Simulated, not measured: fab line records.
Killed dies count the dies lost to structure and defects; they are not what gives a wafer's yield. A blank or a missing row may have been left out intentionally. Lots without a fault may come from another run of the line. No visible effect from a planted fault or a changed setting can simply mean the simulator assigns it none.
Chamber matching / flow berkeley_cmos170 / cmp-01 running UCB170_V2_CMP_02: 3 sister chambers
The step polishes SiO2. 3 wafers are shown with their chamber, then 5 later ones without.

## WAFERS PAIRED WITH THEIR CHAMBERS
wafer=L369.6; chamber=2; motor_current_A (A)=16.7
wafer=L377.1; chamber=3; motor_current_A (A)=16.1
wafer=L377.5; chamber=1; motor_current_A (A)=15.3

## WAFERS WITHOUT THEIR CHAMBER
wafer=L380.2; motor_current_A (A)=16.7
wafer=L380.6; motor_current_A (A)=16.5
wafer=L382.1; motor_current_A (A)=17.3
wafer=L382.4; motor_current_A (A)=16.1
wafer=L382.5; motor_current_A (A)=16.1

## WHICH CHAMBER EACH WENT THROUGH
wafer=L380.2; from the rows above=2; in truth=2
wafer=L380.6; from the rows above=can't be placed: 2 or 3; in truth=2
wafer=L382.1; from the rows above=2; in truth=2
wafer=L382.4; from the rows above=3; in truth=3
wafer=L382.5; from the rows above=3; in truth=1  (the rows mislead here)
Placed correctly: 3 of 5. Unplaceable from these rows: 1, with the true chamber sitting among the candidates in 1. 1 placed wrongly.
How it was worked out, from the rows above alone: a wafer's distance from a chamber is the root of the sum, over the readings, of the square of ((its reading less the chamber's mean) divided by the reading's scatter). The wafer belongs to the nearest chamber; if the next one is less than 2 further off, it can't be placed. For every chamber, the mean is computed from those of its wafers that are shown. The scatter: with one shown wafer a chamber, the root of the mean of the squares of how far each hidden wafer lies from its nearest shown one.
